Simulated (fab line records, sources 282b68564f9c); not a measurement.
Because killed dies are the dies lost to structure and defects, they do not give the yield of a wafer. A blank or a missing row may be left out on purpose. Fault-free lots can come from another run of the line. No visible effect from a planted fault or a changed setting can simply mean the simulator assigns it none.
2 desks, one fault	flow rit_cmos	every desk sees just its own numbers, and what lay behind them comes last

== DESK OF THE TOOL OWNER: rie_si-02 ==
The tool's own readings at RIT_GATE_ETCH_19 (etches poly-Si in SF6/CHF3/O2, stops on SiO2, time 165 s, target depth 312.5 nm): means of the sampled wafers that have a number, for each lot that ran on this tool. A lot is out of limits, marked OUT, if its mean lies more than 4 standard deviations from the usual mean; the brackets give that distance.
Columns: A = SF6_flow_sccm at RIT_GATE_ETCH_19, usual 30.00 sccm; B = drypump_motor_current_A at RIT_GATE_ETCH_19, usual 5.9 A; C = oes_product_au at RIT_GATE_ETCH_19, usual 0.845 a.u.; D = rf_fwd_power_W at RIT_GATE_ETCH_19, usual 159.4 W; E = throttle_valve_pct at RIT_GATE_ETCH_19, usual 10.37 %
lot	first seen here	A	B	C	D	E
L634	day 2 15:04	30.10	6.0	0.838	159.5	10.26
L646	day 5 02:04	29.98	6.1	0.834	158.9	10.33
L652	day 6 08:41	29.97	6.0	0.841	159.3	10.34
L654	day 6 16:34	30.04	6.0	0.842	159.4	10.34
This desk found nothing out of limits on any of the 4 lots.

== FROM THE METROLOGY DESK ==
Lot by lot, what the gauges showed, no matter which tool ran the lot: averages of those sampled wafers that carry a number. A lot is out of limits, marked OUT, if its mean lies more than 4 standard deviations from the usual mean; the brackets give that distance.
Columns: A = GATE_OXIDE_THK at RIT_GATE_THK_MEAS_07, usual 3.01 nm; B = GATE_POLY_THK at RIT_GATE_THK_MEAS_09, usual 250.0 nm; C = cd_nm at RIT_GATE_CD_MEAS_16, usual 148.7 nm; D = GATE_OVL at RIT_GATE_OVL_MEAS_17, usual 0.2 nm
lot	first seen here	A	B	C	D
L634	day 2 12:10	2.94	242.8	147.5	2.5
L646	day 4 22:58	2.90	248.2	146.9	-1.4
L652	day 6 05:47	3.03	251.4	151.8	0.0
L654	day 6 13:19	2.97	252.2	149.9	-1.9
L655	day 6 20:13	2.98	250.1	150.9	-0.7
L657	day 7 05:02	3.01	249.2	149.8	-0.2
This desk found nothing out of limits on any of the 6 lots.

== BROUGHT TOGETHER ==
The desk of the tool owner found nothing out of limits.
From the metrology desk's view, nothing was out of limits.

== WHAT THE SIMULATOR PUT IN ==
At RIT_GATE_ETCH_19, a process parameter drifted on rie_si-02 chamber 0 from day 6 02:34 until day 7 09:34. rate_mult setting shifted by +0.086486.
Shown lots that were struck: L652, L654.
